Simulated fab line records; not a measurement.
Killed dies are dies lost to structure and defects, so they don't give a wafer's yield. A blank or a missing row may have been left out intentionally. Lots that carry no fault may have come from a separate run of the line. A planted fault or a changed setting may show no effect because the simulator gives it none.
8D (eight disciplines) problem report, filled in by code || flow berkeley cmos170 || the parts of the form that need people (team, actions taken, sign-off) are left out

## 1. THE PROBLEM
Wafers without a fault read 2999.8 rpm, standard deviation 1.9; spin speed rpm at UCB170_M2_COAT_09 reads a mean of 2921.4 rpm on 6 wafers belonging to 2 lots. That is -41 standard deviations from the usual mean.
First seen on wafer L848.1, day 10 23:55, on litho track-04. Wafers with a number at this step in the record: 42, from 14 lots. Rule for "out", or "out of limits": more than 4 standard deviations from the usual mean. The rest of the wafers with a number are treated as sound.

## 2. WHAT IT IS; WHAT IT IS NOT
{"question": "which readings at this step", "is": "spin speed rpm", "is not": "dispense pressure kPa"}
{"question": "which lots", "is": "L848, L850", "is not": "L833, L836, L837, L838, L839, L840, L843, L851, L852, L853, L854, L856"}
{"question": "which wafers of those lots", "is": "all that have a number", "is not": "-"}
{"question": "read on which tools", "is": "litho track-04", "is not": "litho track-01, litho track-03"}
{"question": "when", "is": "from day 10 23:55", "is not": "up to then (21 sound wafers); but 15 sound wafers of L851, L852, L853, L854, L856 came after"}

## 3. THE SUSPECTS, EACH WITH WHAT RULES IT OUT
Counting: a tool stays on the suspect list if, at a process step up to the reading, it processed all lots that are out and no sound lot following the first of them.
- litho track-04 at UCB170_M2_COAT_09: kept. It processed each lot that is out, first L848 at day 10 23:55, and no sound lot thereafter; up to then, the last sound lot it processed was L838 at day 8 11:55. Its own readings are out on those wafers: spin speed rpm.
Remaining after the count: litho track-04 at UCB170_M2_COAT_09.

## 4. THE CAUSE (what the simulator had put in)
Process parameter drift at UCB170_M2_COAT_09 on litho track-04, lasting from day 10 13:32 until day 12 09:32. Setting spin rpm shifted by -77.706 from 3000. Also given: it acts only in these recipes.
This tool alone remained once counting was done.

## 5. THE EFFECT CHAIN, in route order
Each row: a reading where the mean over the struck wafers with a number is more than 3 standard deviations away from the usual. Only readings for which the record gives a usual standard deviation are gone through. hours: the time from each lot's start at the first step in this table that gives one to its start at this step, as a median over the lots. sigmas: the change in usual standard deviations.
{"hours": 0, "step": "UCB170_M2_COAT_09", "reading": "spin speed rpm", "usual": "2999.8 rpm", "on struck wafers": 2921.4, "change": -78.4, "sigmas": -41}
Here are the process steps it includes:
- UCB170_M2_COAT_09

## 6. HOW IT WOULD HAVE BEEN CAUGHT EARLIER
First out-of-limits reading in this record: day 10 23:55, which is 10 hours after fault onset at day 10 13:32.
